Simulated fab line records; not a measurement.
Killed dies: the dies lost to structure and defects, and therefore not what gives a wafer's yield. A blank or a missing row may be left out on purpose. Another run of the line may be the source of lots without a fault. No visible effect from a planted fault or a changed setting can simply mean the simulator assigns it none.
What tool caused it? :: flow ritCmos :: Sampling: 7 lots, 21 wafers, 2 of 202 route steps

WHAT EACH GAUGE READ, for each wafer
RIT_ACTIVE_THK_MEAS_04.
lot: L205
measured: day 1 20:01
on: filmMetro-03
ACTIVE_NITRIDE_THK (nm): 149.1 150.2 149.1

lot: L213
measured: day 3 10:32
on: filmMetro-01
ACTIVE_NITRIDE_THK (nm): 151.1 151.5 151.3

lot: L215
measured: day 3 20:51
on: filmMetro-03
ACTIVE_NITRIDE_THK (nm): 152.0 150.7 152.5

lot: L217
measured: day 4 06:56
on: filmMetro-01
ACTIVE_NITRIDE_THK (nm): 150.4 150.1 149.0

lot: L221
measured: day 5 03:01
on: filmMetro-02
ACTIVE_NITRIDE_THK (nm): 135.4 133.9 135.1

lot: L225
measured: day 5 23:17
on: filmMetro-01
ACTIVE_NITRIDE_THK (nm): 150.7 150.2 150.0

lot: L227
measured: day 6 09:59
on: filmMetro-02
ACTIVE_NITRIDE_THK (nm): 147.3 147.7 145.6

WHICH TOOL RAN EACH LOT (tool, then ch and the chambers of the sampled wafers, then the start)
lot: L205
RIT_ACTIVE_CVD_03: lpcvd-01 ch 0, day 1 18:36

lot: L213
RIT_ACTIVE_CVD_03: lpcvd-01 ch 1, day 3 09:07

lot: L215
RIT_ACTIVE_CVD_03: lpcvd-02 ch 0, day 3 19:26

lot: L217
RIT_ACTIVE_CVD_03: lpcvd-02 ch 1, day 4 05:30

lot: L221
RIT_ACTIVE_CVD_03: lpcvd-02 ch 1, day 5 01:36

lot: L225
RIT_ACTIVE_CVD_03: lpcvd-01 ch 0, day 5 21:09

lot: L227
RIT_ACTIVE_CVD_03: lpcvd-01 ch 1, day 6 08:35
- RIT_ACTIVE_CVD_03: deposits Si3N4 from SiH2Cl2/NH3, target thk 150 nm, time 1500 s.

THE ANSWER, worked out from the rows above alone
Rule: usual is defined by the lots themselves. Put in order of their means at a reading, lots are off if they are a third of the lots or fewer, leave a main group of 4 or more, and stand apart from it by a gap of 3 or more times the standard deviation of the main group's means; of several such gaps the widest counts. If all means in a main group match to the digits the tables above print for the reading, that group is not used. Also off: a lot with no number at a reading for which 4 or more lots have one. Any other lot the step has rows for is counted as sound.
Off: at RIT_ACTIVE_THK_MEAS_04 (ACTIVE_NITRIDE_THK), L221. For the main group the mean is 149.9 nm and the standard deviation 1.6.
If a tool, at a process step before that reading, ran all the lots that are off and no sound lot after the first of them, it fits. Gauges at RIT_ACTIVE_THK_MEAS_04: tried the same way as those tools. One candidate fits, namely lpcvd-02 at RIT_ACTIVE_CVD_03. Its last sound lot is L217 (day 4 05:30), its first lot that is off L221 (day 5 01:36): a fault that began between those two fits.

WHAT HAD BEEN PUT IN BY THE SIMULATOR
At RIT_ACTIVE_CVD_03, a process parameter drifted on lpcvd-02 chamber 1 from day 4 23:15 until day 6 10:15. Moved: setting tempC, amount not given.
Struck lots among those shown: L221. The rule given above showed the same thing.
